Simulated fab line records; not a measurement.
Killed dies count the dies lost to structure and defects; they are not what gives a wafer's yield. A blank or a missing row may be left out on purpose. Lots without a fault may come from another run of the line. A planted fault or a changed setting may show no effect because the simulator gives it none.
Which tool did it? || flow berkeley cmos170 || 7 lots (21 wafers sampled), 1 step of a 331-step route

## WHAT THE GAUGES READ, wafer by wafer
UCB170_PWELL_OVL_MEAS_13.
{"lot": "L157", "measured": "day 4 02:37", "on": "overlay-01", "PWELL_OVL (nm)": "-15 -9 -3"}
{"lot": "L160", "measured": "day 4 10:58", "on": "overlay-02", "PWELL_OVL (nm)": "-5 2 8"}
{"lot": "L161", "measured": "day 4 18:38", "on": "overlay-01", "PWELL_OVL (nm)": "11 9 10"}
{"lot": "L168", "measured": "day 6 06:45", "on": "overlay-01", "PWELL_OVL (nm)": "4 0 5"}
{"lot": "L171", "measured": "day 6 19:06", "on": "overlay-02", "PWELL_OVL (nm)": "-5 -3 -4"}
{"lot": "L174", "measured": "day 7 10:14", "on": "overlay-02", "PWELL_OVL (nm)": "-4 1 -7"}
{"lot": "L177", "measured": "day 8 09:18", "on": "overlay-02", "PWELL_OVL (nm)": "1 -4 -6"}

## TOOL THAT RAN EACH LOT (tool first, then ch and the chambers of the sampled wafers, then the start)
Record: no process step prior to these readings.

## THE ANSWER, worked out from the rows above alone
Rule: what is usual is taken from the lots themselves. The widest of any qualifying gaps counts: lots, ordered by their means at a reading, are off when they make up no more than a third of the lots, leave a main group of 4 or more, and stand apart from it by 3 or more times the standard deviation of that group's means. A main group is skipped when, at the precision printed for the reading in the tables above, its means are all equal. A lot without any number at a reading at which 4 lots or more have one is off too. Where the step has rows for the other lots, those lots are counted as sound.
Across all readings shown, no lot is off: no conclusion can be drawn from this.

## WHAT THE SIMULATOR HAD INSERTED
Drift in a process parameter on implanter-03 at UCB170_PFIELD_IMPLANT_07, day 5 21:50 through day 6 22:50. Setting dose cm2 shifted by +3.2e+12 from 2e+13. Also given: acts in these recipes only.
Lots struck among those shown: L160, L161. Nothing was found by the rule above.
